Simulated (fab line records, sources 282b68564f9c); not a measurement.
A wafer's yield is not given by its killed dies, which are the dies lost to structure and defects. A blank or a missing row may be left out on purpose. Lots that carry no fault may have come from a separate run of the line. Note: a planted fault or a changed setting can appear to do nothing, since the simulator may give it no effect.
8D (eight disciplines) problem report, filled in by code / flow rit_cmos / the parts of the form that need people (team, actions taken, sign-off) are left out

## 1. THE ISSUE
Mean of tube_center_temp_C at RIT_M1_ANNEAL_15: 390 C across 9 wafers in 3 lots; on wafers with no fault it is 450 C (standard deviation 0.043). So: -99 or more standard deviations from the usual mean.
The step: time 1842 s.
Seen first at day 6 10:05 on furnace-02, wafer L391.1. The record has a number at this step for 21 wafers belonging to 7 lots. Rule for "out", or "out of limits": more than 4 standard deviations from the usual mean. The other wafers with a number count as sound.

## 2. WHAT IT IS; WHAT IT IS NOT
question=which readings at this step; is=tube_center_temp_C, spike_tc_centre_C, spike_tc_load_C, spike_tc_source_C, tube_center_temp_C_max, zone_power_centre_pct, zone_power_load_pct, zone_power_source_pct; is not=-
question=which lots; is=L391, L392, L393; is not=L379, L381, L383, L389
question=which wafers of those lots; is=all that have a number; is not=-
question=read on which tools; is=furnace-02; is not=-
question=when; is=from day 6 10:05; is not=up to then (12 sound wafers)

## 3. THE SUSPECTS, EACH WITH WHAT RULES IT OUT
Counting: a tool stays on the suspect list if, at a process step up to the reading, it processed all lots that are out and no sound lot following the first of them.
- furnace-02 at RIT_M1_ANNEAL_15 (time 1842 s): kept. All lots that are out passed through it, beginning with L391 at day 6 10:05, and no sound lot followed; its final sound lot before that point was L389 at day 5 16:52. Out on those wafers are its own readings of spike_tc_centre_C, spike_tc_load_C, spike_tc_source_C, tube_center_temp_C, tube_center_temp_C_max, zone_power_centre_pct, zone_power_load_pct, zone_power_source_pct.
Remaining after the count: furnace-02 at RIT_M1_ANNEAL_15.

## 4. THE CAUSE (what the simulator had put in)
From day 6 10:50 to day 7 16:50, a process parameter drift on furnace-02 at RIT_M1_ANNEAL_15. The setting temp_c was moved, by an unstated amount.
Only this tool survived the counting.

## 5. SEQUENCE OF EFFECTS, ordered by route
Each row: a reading where the mean over the struck wafers with a number is more than 3 standard deviations away from the usual. Readings are gone through only where the record gives a usual standard deviation; hours: the median, over the lots, of the time from a lot's start at the first step in this table giving one to that lot's start at this step; sigmas: the change measured in usual standard deviations.
hours=0; step=RIT_M1_ANNEAL_15; reading=spike_tc_centre_C; usual=451.4 C; on struck wafers=391.1; change=-60.3; sigmas=-61
hours=0; step=RIT_M1_ANNEAL_15; reading=spike_tc_load_C; usual=471.7 C; on struck wafers=410.6; change=-61.1; sigmas=-61
hours=0; step=RIT_M1_ANNEAL_15; reading=spike_tc_source_C; usual=466.3 C; on struck wafers=405.1; change=-61.2; sigmas=-67
hours=0; step=RIT_M1_ANNEAL_15; reading=tube_center_temp_C; usual=450 C; on struck wafers=390; change=-60; sigmas=-99 or more
hours=0; step=RIT_M1_ANNEAL_15; reading=tube_center_temp_C_max; usual=451.18; on struck wafers=391.24; change=-59.94; sigmas=-99 or more
hours=0; step=RIT_M1_ANNEAL_15; reading=zone_power_centre_pct; usual=20.20 %; on struck wafers=17.27; change=-2.93; sigmas=-13
hours=0; step=RIT_M1_ANNEAL_15; reading=zone_power_load_pct; usual=6.30 %; on struck wafers=4.96; change=-1.34; sigmas=-21
hours=0; step=RIT_M1_ANNEAL_15; reading=zone_power_source_pct; usual=8.03 %; on struck wafers=6.33; change=-1.70; sigmas=-21
Its process steps:
- RIT_M1_ANNEAL_15: time 1842 s.
Later measuring or inspecting steps at which every struck wafer that the step has a row for has a number for every such reading, and none has moved that far: RIT_M1_BOW_MEAS_16.

## 6. WHAT WOULD HAVE CAUGHT IT SOONER
In this record the first reading out of limits was taken at day 6 10:05.
